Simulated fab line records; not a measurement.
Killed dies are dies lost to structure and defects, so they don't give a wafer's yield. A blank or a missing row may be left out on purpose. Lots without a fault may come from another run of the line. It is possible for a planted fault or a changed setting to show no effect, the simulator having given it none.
The tool behind it: which one? + flow ritCmos + Sampling: 13 lots, 39 wafers, 2 of 202 route steps

WHAT THE GAUGES READ, wafer by wafer
RIT_CONTACT_THK_MEAS_01.
| lot  | measured    | on           | CONTACT_TEOS_THK (nm)   |
|------|-------------|--------------|-------------------------|
| L828 | day 3 05:23 | filmMetro-04 | 399 391 395             |
| L829 | day 3 11:42 | filmMetro-03 | 394 394 402             |
| L831 | day 3 23:58 | filmMetro-04 | 388 394 406             |
| L832 | day 4 04:38 | filmMetro-01 | 395 404 405             |
| L834 | day 4 15:01 | filmMetro-04 | 396 403 409             |
| L835 | day 4 18:43 | filmMetro-01 | 400 398 414             |
| L836 | day 5 00:28 | filmMetro-03 | 397 401 405             |
| L837 | day 5 05:26 | filmMetro-04 | 395 407 405             |
| L839 | day 5 12:46 | filmMetro-04 | 389 401 400             |
| L841 | day 5 21:07 | filmMetro-03 | 391 696 399 391 696 400 |
| L847 | day 7 08:37 | filmMetro-01 | 397 406 408             |
| L849 | day 7 14:35 | filmMetro-03 | 400 401 407             |
| L851 | day 8 00:07 | filmMetro-01 | 409 394 400             |

WHAT TOOL EACH LOT RAN ON (gives the tool, then ch and the chambers of the sampled wafers, and finally the start)
| lot  | RIT_CONTACT_CVD_00             |
|------|--------------------------------|
| L828 | pecvd-04 ch 0,1,2, day 3 05:20 |
| L829 | pecvd-02 ch 0,1, day 3 11:39   |
| L831 | pecvd-04 ch 0,2, day 3 23:55   |
| L832 | pecvd-02 ch 0,1,2, day 4 04:35 |
| L834 | pecvd-04 ch 0,2, day 4 14:58   |
| L835 | pecvd-02 ch 0,1,2, day 4 18:40 |
| L836 | pecvd-01 ch 0,1, day 5 00:25   |
| L837 | pecvd-04 ch 0,1,2, day 5 05:22 |
| L839 | pecvd-01 ch 0,1,2, day 5 12:43 |
| L841 | pecvd-02 ch 0,1,2, day 5 21:04 |
| L847 | pecvd-01 ch 0,1, day 7 08:34   |
| L849 | pecvd-04 ch 0,1, day 7 14:32   |
| L851 | pecvd-01 ch 0,2, day 8 00:03   |
- RIT_CONTACT_CVD_00: deposits SiO2 from TEOS, target thk 400 nm, time 61 s.

WHAT THE TOOLS THEMSELVES READ (means of the sampled wafers that have a number; where no wafer has one, the mark that the record gives instead)
RIT_CONTACT_CVD_00.
| lot  | tool     | heaterPowerW (W) | rfFwdPowerW (W) |
|------|----------|------------------|-----------------|
| L828 | pecvd-04 | 316              | 397.5           |
| L829 | pecvd-02 | 339              | 397.4           |
| L831 | pecvd-04 | 381              | 395.8           |
| L832 | pecvd-02 | 320              | 396.1           |
| L834 | pecvd-04 | 361              | 397.6           |
| L835 | pecvd-02 | 317              | 396.4           |
| L836 | pecvd-01 | 292              | 397.8           |
| L837 | pecvd-04 | 321              | 397.6           |
| L839 | pecvd-01 | 260              | 396.8           |
| L841 | pecvd-02 | 314              | 395.6           |
| L847 | pecvd-01 | 267              | 397.8           |
| L849 | pecvd-04 | 336              | 396.0           |
| L851 | pecvd-01 | 267              | 394.2           |

THE ANSWER, worked out from the rows above alone
Rule: the usual values come from the lots themselves. The widest of any qualifying gaps counts: lots, ordered by their means at a reading, are off when they make up no more than a third of the lots, leave a main group of 4 or more, and stand apart from it by 3 or more times the standard deviation of that group's means. A main group is skipped when, at the precision printed for the reading in the tables above, its means are all equal. A lot without any number at a reading at which 4 lots or more have one is off too. Where the step has rows for the other lots, those lots are counted as sound. Order of review: gauges by route order, followed by the tools' own readings, for which a lot's mean as printed above is used. The first step at which some lot is off is used, and at that step the reading that is off furthest; a lot without a number counts as furthest.
Off: L841, at RIT_CONTACT_THK_MEAS_01 (CONTACT_TEOS_THK). For the main group the mean is 400 nm and the standard deviation 3.1.
A tool fits if, at a process step before that reading, it ran every lot that is off, and no sound lot after the first of them. The gauges at RIT_CONTACT_THK_MEAS_01 are tried like those tools. One fits: RIT_CONTACT_CVD_00 on pecvd-02. Its last sound lot is L835 (day 4 18:40), its first lot that is off L841 (day 5 21:04): a fault that began between those two fits.

WHAT THE SIMULATOR HAD PUT IN
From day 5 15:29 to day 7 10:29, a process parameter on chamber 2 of pecvd-02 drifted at RIT_CONTACT_CVD_00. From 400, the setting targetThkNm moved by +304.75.
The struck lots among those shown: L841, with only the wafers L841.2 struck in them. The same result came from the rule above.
